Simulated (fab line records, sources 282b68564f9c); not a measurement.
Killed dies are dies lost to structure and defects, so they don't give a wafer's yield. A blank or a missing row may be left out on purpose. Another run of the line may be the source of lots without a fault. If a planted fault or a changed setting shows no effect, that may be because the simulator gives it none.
Code-filled problem report in 8D (eight disciplines) form ; flow ritCmos ; the parts of the form that need people (team, actions taken, sign-off) are left out

1. PROBLEM STATEMENT
Mean of beamEnergyKeV at RIT_NRETRO_IMPLANT_08: 71.508 across 9 wafers in 3 lots; on wafers with no fault it is 70.007 (standard deviation 0.021). Relative to the usual mean, that is a shift of +71 standard deviations.
The first sign was on wafer L601.1 at day 4 23:19, on implanter-04. The record has a number at this step for 45 wafers belonging to 15 lots. The rule behind "out" and "out of limits": a value lying over 4 standard deviations away from the usual mean. The rest of the wafers with a number are treated as sound.

2. WHAT IT IS AND WHAT IT IS NOT
question;is;is not
which readings at this step;beamEnergyKeV;-
which lots;L601, L602, L603;L588, L590, L591, L593, L594, L596, L600, L604, L605, L607, L609, L610
which wafers of those lots;all that have a number;-
read on which tools;implanter-04;implanter-02, implanter-03
when;from day 4 23:19;"up to then (21 sound wafers); but 15 sound wafers of L604, L605, L607, L609, L610 came after"

3. WHAT RULES OUT EACH SUSPECT
Counting: a tool at a process step up to the reading stays a suspect if it ran every lot that is out and no sound lot after the first of them.
- implanter-04 at RIT_NRETRO_IMPLANT_08: kept. It ran every lot that is out, first L601 (day 4 23:19), and no sound lot after that; its last sound lot up to then is L600 (day 4 19:05). Out on those wafers are its own readings of beamEnergyKeV.
The count leaves implanter-04 at RIT_NRETRO_IMPLANT_08.

4. THE CAUSE (what the simulator had put in)
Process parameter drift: implanter-04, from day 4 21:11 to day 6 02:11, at RIT_NRETRO_IMPLANT_08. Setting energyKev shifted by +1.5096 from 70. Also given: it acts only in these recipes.
This tool alone remained once counting was done.

5. THE EFFECT CHAIN, in route order
Each row: a reading where the mean over the struck wafers with a number is more than 3 standard deviations away from the usual. Scope: only readings with a usual standard deviation given in the record; hours: median across lots of the time from each lot's start at the first step in this table that gives one to its start at this step; sigmas: change in usual standard deviations.
hours;step;reading;usual;on struck wafers;change;sigmas
0;RIT_NRETRO_IMPLANT_08;beamEnergyKeV;70.007;71.508;+1.501;+71
Here are the process steps it includes:
- RIT_NRETRO_IMPLANT_08

6. HOW IT WOULD HAVE BEEN CAUGHT EARLIER
In this record no reading fell out of limits until day 4 23:19, 2 hours after the fault had begun at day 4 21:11.
